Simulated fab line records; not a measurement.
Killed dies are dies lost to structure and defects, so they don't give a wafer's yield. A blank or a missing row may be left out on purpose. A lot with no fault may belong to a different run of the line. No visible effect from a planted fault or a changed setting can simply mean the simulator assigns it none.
Lot-split experiment + flow berkeley_cmos170 + 5 lots, 23 wafers read, on a route of 331 steps

== ON THE SPLIT ==
At UCB170_M1_COAT_04 (resist thk 900 nm), the setting resist_thk_nm was moved away from the recipe's 900 nm on 5 of the 23 wafers read, by -2.2% to +4.7%. For the rest of the wafers, this setting stayed at what the recipe calls for.

== FROM THE SPLIT TO THE READING: what the file shows between them, 3 steps ==
- UCB170_M1_SOFTBAKE_05: time 60 s
- UCB170_M1_EXPOSE_06: exposes mask METAL1, target cd 700 nm
- UCB170_M1_ETCH_11: etches BARC in N2/H2

== THE READING ==
KrF_of_M1_COAT_04.thk_nm (the simulator's own value, which no gauge read), in nm, at UCB170_M1_METAL_ETCH_12 (etches Al in Cl2/BCl3, stops on PSG, target depth 780 nm, time 130 s). There is no usual value for it anywhere in the file. The 18 wafers here that ran the recipe average 442.7 nm, standard deviation 5 nm.

| wafer  | tool, chamber at the split | resist_thk_nm as run, nm | against the recipe | KrF_of_M1_COAT_04.thk_nm, nm | against lot-mates on the recipe |
|--------|----------------------------|--------------------------|--------------------|------------------------------|---------------------------------|
| L078.1 | litho_track-01, 0          | 900                      | recipe             | 442.2                        | -                               |
| L078.3 | litho_track-01, 0          | 900                      | recipe             | 445                          | -                               |
| L078.4 | litho_track-01, 0          | 900                      | recipe             | 444.2                        | -                               |
| L079.1 | litho_track-02, 0          | 900                      | recipe             | 440.6                        | -                               |
| L079.2 | litho_track-02, 0          | 900                      | recipe             | 441.5                        | -                               |
| L079.4 | litho_track-02, 0          | 900                      | recipe             | 447.1                        | -                               |
| L079.5 | litho_track-02, 0          | 880                      | -2.2%              | 429.9                        | -13.2                           |
| L079.6 | litho_track-02, 0          | 880                      | -2.2%              | 416.8                        | -26.3                           |
| L083.1 | litho_track-01, 0          | 900                      | recipe             | 442.8                        | -                               |
| L083.3 | litho_track-01, 0          | 900                      | recipe             | 448.2                        | -                               |
| L083.4 | litho_track-01, 0          | 900                      | recipe             | 444.8                        | -                               |
| L083.5 | litho_track-01, 0          | 900                      | recipe             | 442.2                        | -                               |
| L083.6 | litho_track-01, 0          | 900                      | recipe             | 444.7                        | -                               |
| L081.1 | litho_track-04, 0          | 900                      | recipe             | 438                          | -                               |
| L081.3 | litho_track-04, 0          | 900                      | recipe             | 432.2                        | -                               |
| L081.4 | litho_track-04, 0          | 900                      | recipe             | 449                          | -                               |
| L081.5 | litho_track-04, 0          | 900                      | recipe             | 433.9                        | -                               |
| L081.6 | litho_track-04, 0          | 900                      | recipe             | 452.3                        | -                               |
| L085.1 | litho_track-02, 0          | 900                      | recipe             | 442.6                        | -                               |
| L085.2 | litho_track-02, 0          | 942.5                    | +4.7%              | 479.7                        | +39.7                           |
| L085.4 | litho_track-02, 0          | 942.5                    | +4.7%              | 487.2                        | +47.2                           |
| L085.5 | litho_track-02, 0          | 900                      | recipe             | 437.4                        | -                               |
| L085.6 | litho_track-02, 0          | 942.5                    | +4.7%              | 486.7                        | +46.7                           |

THE FIT
A straight line over all 23 wafers: KrF_of_M1_COAT_04.thk_nm changes by +8.83 nm for each +1% of resist_thk_nm; r = +0.95; the points scatter about the line by 5.2 nm.
The same after taking each lot's own level away (the mean of its wafers on the recipe; 23 wafers): +9.34 nm for each +1%; r = +0.96; scatter 5 nm.
Per that fit: largest resist_thk_nm move, reading shift of 44 nm.
Measured against the standard deviation above, the lots' own levels, which go from 440.00 to 444.54 nm, span 0.9 times it.
The two slopes agree, so the slope changes little with the lot-to-lot level.
Check: for one of the wafers moved furthest among these (+4.7%), held out of the fit, the line's prediction against its lot-mates is +46.2 nm. It came out at +39.7 nm against them.

== FURTHER SPLITS ON THESE WAFERS ==
Other splits were also applied to these wafers ahead of the reading. Each is held against what the fit with the lots' levels taken away leaves over:
| other split on the same wafers     | wafers away from the commonest value | r with KrF_of_M1_COAT_04.thk_nm (lot level and that fit taken away) |
|------------------------------------|--------------------------------------|---------------------------------------------------------------------|
| UCB170_PSD_IMPLANT_08 energy_kev   | 5                                    | +0.05                                                               |
| UCB170_BACKSIDE_COAT_01 spin_rpm   | 7                                    | -0.11                                                               |
| UCB170_CONTACT_CVD_01 o2_flow_sccm | 10                                   | +0.03                                                               |

== THE WHOLE CHAIN: every reading that the file lists as answering this split, in the file's order ==
| step                    | what it does                                                         | reading                                                                   | change (the file's fit)              | r (the file's) |
|-------------------------|----------------------------------------------------------------------|---------------------------------------------------------------------------|--------------------------------------|----------------|
| UCB170_M1_COAT_04       | resist thk 900 nm                                                    | KrF_of_M1_COAT_04.thk_nm (the simulator's own value, which no gauge read) | +9.03 nm for each +1% of the setting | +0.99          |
| UCB170_M1_METAL_ETCH_12 | etches Al in Cl2/BCl3, stops on PSG, target depth 780 nm, time 130 s | KrF_of_M1_COAT_04.thk_nm (the simulator's own value, which no gauge read) | +9.32 nm for each +1% of the setting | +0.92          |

== FILE'S OWN FIT ==
KrF_of_M1_COAT_04.thk_nm changes by +9.32 nm for each +1% of resist_thk_nm, r = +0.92.
